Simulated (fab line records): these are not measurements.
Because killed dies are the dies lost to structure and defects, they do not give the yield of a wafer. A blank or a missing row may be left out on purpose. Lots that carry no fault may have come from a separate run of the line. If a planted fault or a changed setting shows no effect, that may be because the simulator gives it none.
The tool behind it: which one? :: flow berkeleyCmos170 :: 14 lots with 42 wafers sampled at 3 steps, on a route of 331 steps

## WHAT THE GAUGES SHOWED, per wafer
UCB170_M2_CD_MEAS_90: the cd target is 700 nm. Usual: 701 nm for cdNm, sd 3.4.
lot: L984
measured: day 7 11:02
on: cdSem-02
cdNm (nm): 699 699 700
flag: 

lot: L985
measured: day 7 13:10
on: cdSem-02
cdNm (nm): 705 702 702
flag: 

lot: L983
measured: day 7 13:24
on: cdSem-02
cdNm (nm): 703 702 708
flag: 

lot: L982
measured: day 7 13:32
on: cdSem-02
cdNm (nm): 696 694 701
flag: 

lot: L988
measured: day 8 06:59
on: cdSem-01
cdNm (nm): 701 697 701
flag: 

lot: L990
measured: day 8 16:10
on: cdSem-02
cdNm (nm): 694 698 696
flag: 

lot: L993
measured: day 9 06:34
on: cdSem-01
cdNm (nm): 706 703 707
flag: 

lot: L997
measured: day 10 17:46
on: cdSem-01
cdNm (nm): 702 698 701
flag: 

lot: L100
measured: day 10 22:11
on: cdSem-01
cdNm (nm): 700 699 702
flag: 

lot: L103
measured: day 11 11:08
on: cdSem-01
cdNm (nm): 699 699 701
flag: 

lot: L101
measured: day 11 15:40
on: cdSem-01
cdNm (nm): 706 701 698
flag: 

lot: L102
measured: day 11 16:04
on: cdSem-02
cdNm (nm): 702 704 705
flag: 

lot: L104
measured: day 11 18:23
on: cdSem-01
cdNm (nm): 701 699 698
flag: 

lot: L105
measured: day 12 08:11
on: cdSem-02
cdNm (nm): 707 705 707
flag: 

UCB170_M3_RS_MEAS_02: measures by four-point-probe. Usual: M3_AL_RS 0.0322 ohm/sq, standard deviation 0.00041.
lot: L984
measured: day 7 13:55
on: filmMetro-04
M3_AL_RS (ohm/sq): 0.0320 0.0319 0.0319
flag: 

lot: L985
measured: day 7 15:58
on: filmMetro-04
M3_AL_RS (ohm/sq): 0.0315 0.0318 0.0317
flag: 

lot: L983
measured: day 7 16:04
on: filmMetro-03
M3_AL_RS (ohm/sq): 0.0317 0.0319 0.0318
flag: 

lot: L982
measured: day 7 16:22
on: filmMetro-04
M3_AL_RS (ohm/sq): 0.0324 0.0329 0.0325
flag: 

lot: L988
measured: day 8 09:47
on: filmMetro-03
M3_AL_RS (ohm/sq): 0.0326 0.0328 0.0325
flag: 

lot: L990
measured: day 8 19:22
on: filmMetro-03
M3_AL_RS (ohm/sq): 0.0324 0.0325 0.0325
flag: 

lot: L993
measured: day 9 09:14
on: filmMetro-03
M3_AL_RS (ohm/sq): 0.0328 0.0328 0.0326
flag: 

lot: L997
measured: day 10 20:31
on: filmMetro-03
M3_AL_RS (ohm/sq): 0.0320 0.0321 0.0320
flag: 

lot: L100
measured: day 11 00:58
on: filmMetro-02
M3_AL_RS (ohm/sq): 0.0323 0.0322 0.0320
flag: 

lot: L103
measured: day 11 13:52
on: filmMetro-04
M3_AL_RS (ohm/sq): 0.0325 0.0324 0.0324
flag: 

lot: L101
measured: day 11 18:12
on: filmMetro-02
M3_AL_RS (ohm/sq): 0.0322 0.0323 0.0322
flag: 

lot: L102
measured: day 11 18:49
on: filmMetro-02
M3_AL_RS (ohm/sq): 0.0324 0.0325 0.0326
flag: 

lot: L104
measured: day 11 21:26
on: filmMetro-03
M3_AL_RS (ohm/sq): 0.0320 0.0319 0.0318
flag: 

lot: L105
measured: day 12 10:55
on: filmMetro-03
M3_AL_RS (ohm/sq): 0.0328 0.0329 0.0326
flag: 

## TOOL THAT RAN EACH LOT (tool first, then ch and the chambers of the sampled wafers, then the start)
lot: L984
UCB170_V2_CVD_00: pecvd-02 ch 0,1,2, day 7 11:10

lot: L985
UCB170_V2_CVD_00: pecvd-04 ch 1,2, day 7 13:17

lot: L983
UCB170_V2_CVD_00: pecvd-02 ch 1,2, day 7 13:31

lot: L982
UCB170_V2_CVD_00: pecvd-01 ch 0,2, day 7 13:38

lot: L988
UCB170_V2_CVD_00: pecvd-01 ch 0,2, day 8 07:04

lot: L990
UCB170_V2_CVD_00: pecvd-01 ch 0,2, day 8 16:16

lot: L993
UCB170_V2_CVD_00: pecvd-04 ch 1,2, day 9 06:40

lot: L997
UCB170_V2_CVD_00: pecvd-01 ch 1,2, day 10 17:53

lot: L100
UCB170_V2_CVD_00: pecvd-01 ch 0,1,2, day 10 22:17

lot: L103
UCB170_V2_CVD_00: pecvd-01 ch 0,1,2, day 11 11:13

lot: L101
UCB170_V2_CVD_00: pecvd-04 ch 0,2, day 11 15:44

lot: L102
UCB170_V2_CVD_00: pecvd-01 ch 0,2, day 11 16:11

lot: L104
UCB170_V2_CVD_00: pecvd-02 ch 0,1,2, day 11 18:31

lot: L105
UCB170_V2_CVD_00: pecvd-04 ch 1,2, day 12 08:18
- UCB170_V2_CVD_00: deposits SiO2 from TEOS/O2, target thk 2000 nm, time 250 s.

## WHAT THE TOOLS THEMSELVES READ (means of the sampled wafers that have a number; where no wafer has one, the mark that the record gives instead)
UCB170_V2_CVD_00. Usual: 274 W for heaterPowerW, sd 56.
lot: L984
tool: pecvd-02
heaterPowerW (W): 287
flag: 

lot: L985
tool: pecvd-04
heaterPowerW (W): 287
flag: 

lot: L983
tool: pecvd-02
heaterPowerW (W): 311
flag: 

lot: L982
tool: pecvd-01
heaterPowerW (W): 247
flag: 

lot: L988
tool: pecvd-01
heaterPowerW (W): 267
flag: 

lot: L990
tool: pecvd-01
heaterPowerW (W): 257
flag: 

lot: L993
tool: pecvd-04
heaterPowerW (W): 308
flag: 

lot: L997
tool: pecvd-01
heaterPowerW (W): 189
flag: 

lot: L100
tool: pecvd-01
heaterPowerW (W): 205
flag: 

lot: L103
tool: pecvd-01
heaterPowerW (W): 233
flag: 

lot: L101
tool: pecvd-04
heaterPowerW (W): 283
flag: 

lot: L102
tool: pecvd-01
heaterPowerW (W): 243
flag: 

lot: L104
tool: pecvd-02
heaterPowerW (W): 256
flag: 

lot: L105
tool: pecvd-04
heaterPowerW (W): 314
flag: 

## THE ANSWER, worked out from the rows above alone
Rule: a lot is off if the mean of its wafers that have a number lies more than 3 standard deviations from the usual mean. A lot without any number at a reading at which 4 lots or more have one is off too. The other lots that the step has rows for count as sound. First the gauges in route order, then the tools' own readings, where a lot's mean is used as printed above. At the first step where some lot is off, the reading lying furthest off is the one used; lots without a number count as furthest.
Nothing can be told from this: no lot is off at any reading shown.

## WHAT THE SIMULATOR HAD INSERTED
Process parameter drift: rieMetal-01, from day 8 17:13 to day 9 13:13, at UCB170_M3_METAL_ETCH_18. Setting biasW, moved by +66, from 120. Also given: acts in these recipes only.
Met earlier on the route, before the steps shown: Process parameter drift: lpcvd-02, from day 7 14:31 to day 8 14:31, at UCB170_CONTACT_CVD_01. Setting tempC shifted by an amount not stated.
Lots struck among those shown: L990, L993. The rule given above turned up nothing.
